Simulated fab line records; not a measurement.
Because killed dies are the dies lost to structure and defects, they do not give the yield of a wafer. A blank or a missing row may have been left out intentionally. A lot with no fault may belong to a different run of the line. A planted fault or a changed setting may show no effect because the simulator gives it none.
Split-lot trial	flow berkeley_cmos170	23 wafers read across 5 lots, on a route 331 steps long

SPLIT DETAILS
At UCB170_CONTACT_ETCH_18 (etches PSG in CHF3/CF4/Ar, stops on TiSi2, target depth 840 nm, time 195 s), the setting time_s was moved away from the recipe's 195 s on 10 of the 23 wafers read, by +4.7% to +14.7%. All remaining wafers had this setting at the recipe value.

Reading taken at the split's own step.

THE READING
KrF_of_CONTACT_COAT_10.thk_nm (the simulator's own value, which no gauge read), in nm, at UCB170_CONTACT_ETCH_18 (etches PSG in CHF3/CF4/Ar, stops on TiSi2, target depth 840 nm, time 195 s). No usual value for it is given in the file. Across the 13 wafers here that went through the recipe, the average is 694.3 nm and the standard deviation 4.2 nm.

wafer	tool, chamber at the split	time_s as run, s	against the recipe	KrF_of_CONTACT_COAT_10.thk_nm, nm	against lot-mates on the recipe
L074.1	rie_diel-02, 0	195	recipe	693.5	-
L074.3	rie_diel-02, 1	215.5	+10.5%	674.5	-18.5
L074.4	rie_diel-02, 3	215.5	+10.5%	672.4	-20.6
L074.5	rie_diel-02, 0	215.5	+10.5%	681	-12.0
L074.6	rie_diel-02, 3	195	recipe	692.6	-
L077.2	rie_diel-02, 3	195	recipe	687.2	-
L077.3	rie_diel-02, 1	195	recipe	690.6	-
L077.4	rie_diel-02, 2	204.1	+4.7%	680.5	-7.8
L077.5	rie_diel-02, 3	195	recipe	687	-
L077.6	rie_diel-02, 2	204.1	+4.7%	682.1	-6.2
L081.2	rie_diel-04, 2	195	recipe	695.1	-
L081.3	rie_diel-04, 1	207.4	+6.4%	679.4	-17.0
L081.4	rie_diel-04, 0	207.4	+6.4%	685.6	-10.8
L081.5	rie_diel-04, 2	195	recipe	697.6	-
L081.6	rie_diel-04, 3	207.4	+6.4%	679.9	-16.5
L084.1	rie_diel-02, 3	195	recipe	694.6	-
L084.4	rie_diel-02, 0	195	recipe	699.1	-
L084.5	rie_diel-02, 0	195	recipe	698.9	-
L085.1	rie_diel-02, 3	195	recipe	693.5	-
L085.3	rie_diel-02, 0	195	recipe	701.6	-
L085.4	rie_diel-02, 2	195	recipe	694.5	-
L085.5	rie_diel-02, 0	223.7	+14.7%	671.7	-24.8
L085.6	rie_diel-02, 3	223.7	+14.7%	665.2	-31.3

FIT RESULTS
A straight line over all 23 wafers: KrF_of_CONTACT_COAT_10.thk_nm changes by -1.78 nm for each +1% of time_s; r = -0.91; the points scatter about the line by 4.1 nm.
The same after taking each lot's own level away (the mean of its wafers on the recipe; 23 wafers): -1.83 nm for each +1%; r = -0.95; scatter 3.1 nm.
The reading moves by 27 nm for the largest change in time_s, on that fit.
Measured against the standard deviation above, the lots' own levels, which go from 688.27 to 697.53 nm, span 2.2 times it.
The two slopes agree, so the slope changes little with the lot-to-lot level.
Check: -27.8 nm against its lot-mates is what the line predicts for one of the wafers moved furthest among these (+14.7%) when that wafer is left out of the fit. It came out at -24.8 nm against them.

OTHER SPLITS ON THESE WAFERS
Before the reading, these wafers also passed through other splits. Each is held against what the fit with the lots' levels taken away leaves over:
other split on the same wafers	wafers away from the commonest value	r with KrF_of_CONTACT_COAT_10.thk_nm (lot level and that fit taken away)
UCB170_NVT_IMPLANT_07 energy_kev	4	-0.19
UCB170_PVT_STRIP_08 overash_fraction	10	+0.17
UCB170_GATE_COAT_07 spin_rpm	5	-0.06
UCB170_GATE_ETCH_15 over_etch_frac	10	+0.20
UCB170_PSD_IMPLANT_08 dose_cm2	7	-0.01
UCB170_NSD_IMPLANT_08 tilt_deg	7	-0.09
UCB170_SILICIDE_SPUTTER_01 power_w	5	-0.06

THE FILE'S OWN FIT
KrF_of_CONTACT_COAT_10.thk_nm changes by -1.85 nm for each +1% of time_s, r = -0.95.
